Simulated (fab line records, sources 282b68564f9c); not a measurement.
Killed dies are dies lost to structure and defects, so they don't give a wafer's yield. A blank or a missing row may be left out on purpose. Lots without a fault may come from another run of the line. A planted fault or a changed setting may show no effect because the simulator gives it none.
Which tool did it? | flow rit_cmos | 13 lots, 39 wafers sampled, at 2 steps of a route of 202

WHAT THE GAUGES READ, wafer by wafer
RIT_M1_CD_MEAS_09: target cd 2600 nm. Usual: cd_nm 2600.4 nm, standard deviation 2.4.
lot  | measured    | on        | cd_nm (nm)           | flag
L842 | day 3 11:49 | cd_sem-02 | 2598.1 2597.3 2595.1 |
L843 | day 3 19:20 | cd_sem-01 | 2601.6 2601.5 2600.8 |
L845 | day 4 02:19 | cd_sem-01 | 2602.3 2603.8 2601.8 |
L849 | day 5 00:25 | cd_sem-01 | 2600.8 2604.3 2602.7 |
L850 | day 5 02:22 | cd_sem-02 | 2602.2 2604.7 2605.3 |
L851 | day 5 10:59 | cd_sem-02 | 2602.8 2606.0 2603.7 |
L852 | day 5 14:01 | cd_sem-02 | 2600.1 2602.3 2600.9 |
L855 | day 6 09:45 | cd_sem-02 | 2249.3 2246.8 2247.5 | OFF
L856 | day 6 11:08 | cd_sem-01 | 2599.3 2600.1 2598.8 |
L857 | day 6 17:19 | cd_sem-02 | 2602.4 2603.7 2603.2 |
L858 | day 6 23:35 | cd_sem-02 | 2601.0 2601.0 2600.2 |
L863 | day 7 20:29 | cd_sem-02 | 2601.7 2601.1 2598.9 |
L864 | day 8 04:31 | cd_sem-02 | 2599.1 2600.1 2597.4 |

WHICH TOOL RAN EACH LOT (tool, then ch and the chambers of the sampled wafers, then the start)
lot  | RIT_M1_EXPOSE_06
L842 | iline_stepper-02 ch 0, day 3 11:16
L843 | iline_stepper-02 ch 0, day 3 18:54
L845 | iline_stepper-01 ch 0, day 4 01:53
L849 | iline_stepper-01 ch 0, day 4 23:59
L850 | iline_stepper-01 ch 0, day 5 01:56
L851 | iline_stepper-01 ch 0, day 5 10:33
L852 | iline_stepper-02 ch 0, day 5 13:35
L855 | iline_stepper-01 ch 0, day 6 09:19
L856 | iline_stepper-02 ch 0, day 6 10:43
L857 | iline_stepper-02 ch 0, day 6 16:42
L858 | iline_stepper-01 ch 0, day 6 23:09
L863 | iline_stepper-02 ch 0, day 7 20:03
L864 | iline_stepper-01 ch 0, day 8 04:05
- RIT_M1_EXPOSE_06: exposes mask M12, target cd 2600 nm.

WHAT THE TOOLS THEMSELVES READ (means of the sampled wafers that have a number; where no wafer has one, the mark that the record gives instead)
The record holds no such reading with a usual standard deviation.

THE ANSWER, worked out from the rows above alone
Rule: a lot is off if the mean of its wafers that have a number lies more than 3 standard deviations from the usual mean. A lot without any number at a reading at which 4 lots or more have one is off too. The other lots that the step has rows for count as sound. The gauges are gone through in route order, then the tools' own readings, and for those a lot's mean is taken as printed above. The first step at which some lot is off is used, and at that step the reading that is off furthest; a lot without a number counts as furthest.
Off: L855, at RIT_M1_CD_MEAS_09 (cd_nm).
A tool fits if, at a process step before that reading, it ran every lot that is off, and no sound lot after the first of them. The gauges at RIT_M1_CD_MEAS_09 are tried like those tools. None of those tried fits.

WHAT THE SIMULATOR HAD PUT IN
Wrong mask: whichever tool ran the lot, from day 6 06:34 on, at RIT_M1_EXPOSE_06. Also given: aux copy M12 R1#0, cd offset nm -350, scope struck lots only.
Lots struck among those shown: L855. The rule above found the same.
